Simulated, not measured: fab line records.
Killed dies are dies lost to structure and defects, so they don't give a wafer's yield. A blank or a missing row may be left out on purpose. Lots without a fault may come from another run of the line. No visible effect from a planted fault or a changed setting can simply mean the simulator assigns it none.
The tool behind it: which one? / flow rit_cmos / 14 lots, 42 wafers sampled, at 2 steps of a route of 202

WHAT THE GAUGES SHOWED, per wafer
The record holds no reading of a measuring or inspecting step that can be judged against a usual standard deviation.

TOOL THAT RAN EACH LOT (tool first, then ch and the chambers of the sampled wafers, then the start)
lot=L493; RIT_ACTIVE_ETCH_13=rie_diel-03 ch 0,1,3, day 1 16:03; RIT_M1_PROBE_99=prober-02, day 3 09:43
lot=L495; RIT_ACTIVE_ETCH_13=rie_diel-03 ch 0,3, day 2 00:43; RIT_M1_PROBE_99=prober-02, day 4 01:16
lot=L496; RIT_ACTIVE_ETCH_13=rie_diel-02 ch 1,2,3, day 2 05:50; RIT_M1_PROBE_99=prober-01, day 4 07:18
lot=L497; RIT_ACTIVE_ETCH_13=rie_diel-04 ch 0,3, day 2 11:37; RIT_M1_PROBE_99=prober-02, day 4 10:45
lot=L498; RIT_ACTIVE_ETCH_13=rie_diel-04 ch 0,1,3, day 2 16:08; RIT_M1_PROBE_99=prober-01, day 4 14:05
lot=L499; RIT_ACTIVE_ETCH_13=rie_diel-03 ch 0,1,3, day 2 22:42; RIT_M1_PROBE_99=prober-02, day 4 23:35
lot=L500; RIT_ACTIVE_ETCH_13=rie_diel-02 ch 1,2, day 3 02:07; RIT_M1_PROBE_99=prober-01, day 5 04:35
lot=L501; RIT_ACTIVE_ETCH_13=rie_diel-02 ch 1,2, day 3 08:25; RIT_M1_PROBE_99=prober-02, day 5 07:58
lot=L503; RIT_ACTIVE_ETCH_13=rie_diel-02 ch 1,2,3, day 3 16:54; RIT_M1_PROBE_99=prober-02, day 5 16:35
lot=L507; RIT_ACTIVE_ETCH_13=rie_diel-02 ch 0,1,3, day 4 12:50; RIT_M1_PROBE_99=prober-02, day 6 13:01
lot=L511; RIT_ACTIVE_ETCH_13=rie_diel-04 ch 1,2,3, day 5 09:13; RIT_M1_PROBE_99=prober-02, day 7 04:23
lot=L512; RIT_ACTIVE_ETCH_13=rie_diel-03 ch 0,2, day 5 13:46; RIT_M1_PROBE_99=prober-01, day 7 14:21
lot=L515; RIT_ACTIVE_ETCH_13=rie_diel-03 ch 0,1,2, day 6 05:46; RIT_M1_PROBE_99=prober-02, day 8 01:16
lot=L516; RIT_ACTIVE_ETCH_13=rie_diel-04 ch 2,3, day 6 09:50; RIT_M1_PROBE_99=prober-01, day 8 08:14
- RIT_ACTIVE_ETCH_13: etches Si3N4 in SF6, stops on SiO2, time 210 s, target depth 210 nm.
- RIT_M1_PROBE_99

WHAT THE TOOLS THEMSELVES READ (means of the sampled wafers that have a number; where no wafer has one, the mark that the record gives instead)
RIT_ACTIVE_ETCH_13. Usual: drypump_motor_current_A 5.9 A, standard deviation 0.46; oes_product_au 0.821 a.u., standard deviation 0.014; throttle_valve_pct 7.52 %, standard deviation 0.11.
lot=L493; tool=rie_diel-03; drypump_motor_current_A (A)=5.9; oes_product_au (a.u.)=0.816; throttle_valve_pct (%)=7.55; flag=
lot=L495; tool=rie_diel-03; drypump_motor_current_A (A)=6.1; oes_product_au (a.u.)=0.809; throttle_valve_pct (%)=7.61; flag=
lot=L496; tool=rie_diel-02; drypump_motor_current_A (A)=6.3; oes_product_au (a.u.)=0.834; throttle_valve_pct (%)=7.49; flag=
lot=L497; tool=rie_diel-04; drypump_motor_current_A (A)=5.7; oes_product_au (a.u.)=0.817; throttle_valve_pct (%)=7.61; flag=
lot=L498; tool=rie_diel-04; drypump_motor_current_A (A)=5.6; oes_product_au (a.u.)=0.816; throttle_valve_pct (%)=7.56; flag=
lot=L499; tool=rie_diel-03; drypump_motor_current_A (A)=5.9; oes_product_au (a.u.)=0.821; throttle_valve_pct (%)=7.56; flag=
lot=L500; tool=rie_diel-02; drypump_motor_current_A (A)=6.3; oes_product_au (a.u.)=0.832; throttle_valve_pct (%)=7.40; flag=
lot=L501; tool=rie_diel-02; drypump_motor_current_A (A)=6.3; oes_product_au (a.u.)=0.842; throttle_valve_pct (%)=7.40; flag=
lot=L503; tool=rie_diel-02; drypump_motor_current_A (A)=6.3; oes_product_au (a.u.)=0.757; throttle_valve_pct (%)=7.49; flag=OFF
lot=L507; tool=rie_diel-02; drypump_motor_current_A (A)=5.9; oes_product_au (a.u.)=0.761; throttle_valve_pct (%)=7.54; flag=OFF
lot=L511; tool=rie_diel-04; drypump_motor_current_A (A)=5.5; oes_product_au (a.u.)=0.808; throttle_valve_pct (%)=7.52; flag=
lot=L512; tool=rie_diel-03; drypump_motor_current_A (A)=6.1; oes_product_au (a.u.)=0.811; throttle_valve_pct (%)=7.51; flag=
lot=L515; tool=rie_diel-03; drypump_motor_current_A (A)=5.9; oes_product_au (a.u.)=0.813; throttle_valve_pct (%)=7.44; flag=
lot=L516; tool=rie_diel-04; drypump_motor_current_A (A)=5.4; oes_product_au (a.u.)=0.805; throttle_valve_pct (%)=7.54; flag=

RIT_M1_PROBE_99. Usual: killed_at_M0_to_M3 0.0 (standard deviation 0.2); killed_at_contacts 0.1 (standard deviation 0.25); killed_at_front_end 6 (standard deviation 3.1); killed_dies 6 (standard deviation 3.1); killed_on_rim 1.6 (standard deviation 1.4); killed_open 2.9 (standard deviation 2); killed_short 3.3 (standard deviation 2).
lot=L493 tool=prober-02 killed_at_M0_to_M3=0.0 killed_at_contacts=0.0 killed_at_front_end=5 killed_dies=5 killed_on_rim=1.7 killed_open=3.3 killed_short=2.0 flag=
lot=L495 tool=prober-02 killed_at_M0_to_M3=0.0 killed_at_contacts=0.0 killed_at_front_end=9 killed_dies=9 killed_on_rim=2.0 killed_open=3.7 killed_short=5.7 flag=
lot=L496 tool=prober-01 killed_at_M0_to_M3=0.0 killed_at_contacts=0.0 killed_at_front_end=6 killed_dies=6 killed_on_rim=1.0 killed_open=2.7 killed_short=3.7 flag=
lot=L497 tool=prober-02 killed_at_M0_to_M3=0.0 killed_at_contacts=0.0 killed_at_front_end=6 killed_dies=6 killed_on_rim=0.7 killed_open=2.3 killed_short=3.7 flag=
lot=L498 tool=prober-01 killed_at_M0_to_M3=0.3 killed_at_contacts=0.3 killed_at_front_end=3 killed_dies=4 killed_on_rim=0.3 killed_open=0.7 killed_short=2.3 flag=
lot=L499 tool=prober-02 killed_at_M0_to_M3=0.0 killed_at_contacts=0.0 killed_at_front_end=4 killed_dies=4 killed_on_rim=1.0 killed_open=3.0 killed_short=1.3 flag=
lot=L500 tool=prober-01 killed_at_M0_to_M3=0.0 killed_at_contacts=0.3 killed_at_front_end=11 killed_dies=11 killed_on_rim=3.3 killed_open=6.3 killed_short=4.7 flag=
lot=L501 tool=prober-02 killed_at_M0_to_M3=0.0 killed_at_contacts=0.0 killed_at_front_end=6 killed_dies=6 killed_on_rim=1.3 killed_open=3.0 killed_short=3.3 flag=
lot=L503 tool=prober-02 killed_at_M0_to_M3=0.0 killed_at_contacts=0.0 killed_at_front_end=264 killed_dies=264 killed_on_rim=70.0 killed_open=1.0 killed_short=3.0 flag=OFF
lot=L507 tool=prober-02 killed_at_M0_to_M3=0.0 killed_at_contacts=0.0 killed_at_front_end=264 killed_dies=264 killed_on_rim=70.0 killed_open=4.0 killed_short=5.0 flag=OFF
lot=L511 tool=prober-02 killed_at_M0_to_M3=0.0 killed_at_contacts=0.0 killed_at_front_end=6 killed_dies=6 killed_on_rim=1.3 killed_open=3.0 killed_short=3.0 flag=
lot=L512 tool=prober-01 killed_at_M0_to_M3=0.0 killed_at_contacts=0.0 killed_at_front_end=7 killed_dies=7 killed_on_rim=1.3 killed_open=2.3 killed_short=4.3 flag=
lot=L515 tool=prober-02 killed_at_M0_to_M3=0.0 killed_at_contacts=0.0 killed_at_front_end=5 killed_dies=5 killed_on_rim=1.7 killed_open=3.0 killed_short=1.7 flag=
lot=L516 tool=prober-01 killed_at_M0_to_M3=0.0 killed_at_contacts=0.0 killed_at_front_end=5 killed_dies=5 killed_on_rim=2.0 killed_open=1.3 killed_short=3.3 flag=

THE ANSWER, worked out from the rows above alone
Rule: lot off if the mean of its wafers having a number is beyond 3 standard deviations from the usual mean. A lot without any number at a reading at which 4 lots or more have one is off too. All remaining lots with rows at the step are treated as sound. The gauges are gone through in route order, then the tools' own readings, and for those a lot's mean is taken as printed above. The first step at which some lot is off is used, and at that step the reading that is off furthest; a lot without a number counts as furthest.
Off at RIT_ACTIVE_ETCH_13 (oes_product_au): L503, L507.
If a tool, at that step or one of the process steps before it, ran each lot that is off and ran no sound lot following the first of them, it fits. One fits: RIT_ACTIVE_ETCH_13 on rie_diel-02. Its last sound lot is L501 (day 3 08:25), its first lot that is off L503 (day 3 16:54): a fault that began between those two fits.
The tool's own readings at RIT_ACTIVE_ETCH_13 bear it out: on the lots that are off they differ by more than 5 times the standard deviation of the sound lots' means. oes_product_au reads 0.759 a.u. there against 0.819 a.u. on the sound lots.

WHAT THE SIMULATOR PUT IN
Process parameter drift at RIT_ACTIVE_ETCH_13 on rie_diel-02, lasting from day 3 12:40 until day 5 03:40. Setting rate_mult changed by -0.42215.
Lots struck among those shown: L503, L507. The rule given above showed the same thing.
